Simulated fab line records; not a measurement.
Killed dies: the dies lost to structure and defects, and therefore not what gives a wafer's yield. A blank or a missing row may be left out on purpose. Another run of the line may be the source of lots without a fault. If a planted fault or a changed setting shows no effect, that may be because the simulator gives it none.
Comparing a struck lot with a sound one    flow rit-cmos    15 steps out of a route of 202
Sound: these wafers, L629.2, L629.4, L629.5. Struck: wafers L635.1, L635.2, L635.6. Last of all comes the cause.
At each step with rows: each side's tool, then ch and its chambers, then its first start. Under that, the readings that differ: sound wafers    struck wafers    difference of the means    sigmas: that difference in standard deviations of wafers without a fault.
alike: same words and numbers on both sides, and readings whose means sit less than 2 such deviations apart. not compared: any withheld reading, any reading some wafer has no value for, any bound like >300 that may hide the same value, and any number with overlapping values for which the record gives no deviation.
The two part at a step that has a row with sigmas, a row that says differs or no value, or rows on one side only. Non-overlapping numbers with no deviation appear without sigmas and do not part them. A reading that every wafer of one side lacks parts them only if that side has two wafers or more.

first, 1 step without rows for these wafers: RIT_SDANNEAL_CLEAN_02 (cleans in SC2, time 600 s).
RIT_SDANNEAL_RTA_03: time 5 s.
  sound on rtp-anneal-01 ch 0, day 4 21:59; struck on rtp-anneal-01 ch 0, day 6 07:32
  alike: chamber-o2-ppm, wafer_temp_C_max
RIT_SDANNEAL_RS_MEAS_04: uses a four-point probe to measure.
  struck on film-metro-02, day 6 07:35; sound on film-metro-01, day 4 22:04
  alike: PSD_RS
RIT_SDANNEAL_RS_MEAS_05: uses a four-point probe to measure.
  struck on film-metro-02, day 6 07:43; sound on film-metro-01, day 4 22:11
  alike: NSD_RS
RIT_SDANNEAL_RS_MEAS_06: uses a four-point probe to measure.
  struck on film-metro-02, day 6 07:50; sound on film-metro-01, day 4 22:18
  alike: PLDD_RS
RIT_SDANNEAL_RS_MEAS_07: uses a four-point probe to measure.
  struck on film-metro-02, day 6 07:57; sound on film-metro-01, day 4 22:25
  alike: NLDD_RS
then, 1 step without rows for these wafers: RIT_SILICIDE_WET_ETCH_00 (etches SiO2 in BOE, target depth 14 nm, time 15 s).
RIT_SILICIDE_SPUTTER_01: material Ti, target thk 30 nm, time 240 s.
  struck on pvd-sputter-04, day 6 08:05; sound on pvd-sputter-04, day 4 22:34
  alike: throttle-valve-pct
RIT_SILICIDE_RS_MEAS_02: uses a four-point probe to measure.
  struck on film-metro-01, day 6 08:14; sound on film-metro-04, day 4 22:44
  alike: SILICIDE_TI_RS
RIT_SILICIDE_THK_MEAS_03: measures by xrf.
  struck on film-metro-01, day 6 08:22; sound on film-metro-04, day 4 22:50
  alike: SILICIDE_TI_THK
RIT_SILICIDE_RTA_04: time 10 s, ramp up 5 s, ramp down 5 s.
  sound on rtp-anneal-02 ch 0, day 4 22:54; struck on rtp-anneal-02 ch 0, day 6 08:25
  alike: chamber-o2-ppm, wafer_temp_C_max
then, 1 step without rows for these wafers: RIT_SILICIDE_WET_ETCH_05 (etches Ti in SPM, time 120 s).
RIT_SILICIDE_RTA_06: time 10 s, ramp up 5 s, ramp down 10 s.
  sound on rtp-anneal-01 ch 0, day 4 23:01; struck on rtp-anneal-01 ch 0, day 6 08:32
reading           sound              struck             difference  sigmas
wafer_temp_C_max  756.1 753.9 754.7  643.8 645.8 643.0  -110.7      -99 or more
  alike: chamber-o2-ppm
RIT_CONTACT_CVD_00: deposits SiO2 from TEOS, target thk 400 nm, time 61 s.
  sound on pecvd-01 ch 0,1, day 4 23:04; struck on pecvd-01 ch 0,2, day 6 08:35
  alike: heater-power-w
RIT_M1_PROBE_99:
  struck on prober-01, day 6 15:52; sound on prober-01, day 5 05:36
reading                            sound              struck             difference  sigmas
model.etest.npoly-sal.rs-ohm-sq    4.309 4.389 4.375  15.01 15.21 15.06  +10.74      
model.etest.ppoly-sal.rs-ohm-sq    4.257 4.355 4.347  14.64 14.74 14.6   +10.34      
model.etest.pplus-sal.rs-ohm-sq    4.293 4.341 4.381  14.66 14.78 14.61  +10.34      
model.etest.nplus-sal.rs-ohm-sq    4.246 4.332 4.324  14.48 14.54 14.5   +10.21      
model.etest.pplus-sal.line-ohm-um  1.25 1.236 1.259   4.267 4.207 4.274  +3.001      
model.etest.nplus-sal.line-ohm-um  1.257 1.254 1.265  4.194 4.193 4.204  +2.938      
model.etest.contact-ppoly.rc-ohm   1.365 1.408 1.393  4.263 4.2 4.336    +2.878      
model.etest.contact-pplus.rc-ohm   1.423 1.383 1.387  4.274 4.145 4.084  +2.770      
  alike: killed-at-contacts, killed-at-front-end, killed-dies, killed-open, killed-short

WHERE THEY PART
RIT_SILICIDE_RTA_06 only, going by this record. Later steps at which nothing parts them and some readings are alike: RIT_CONTACT_CVD_00, RIT_M1_PROBE_99.

WHY: the cause the simulator had injected
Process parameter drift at RIT_SILICIDE_RTA_06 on rtp-anneal-01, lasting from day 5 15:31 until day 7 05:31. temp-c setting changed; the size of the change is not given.
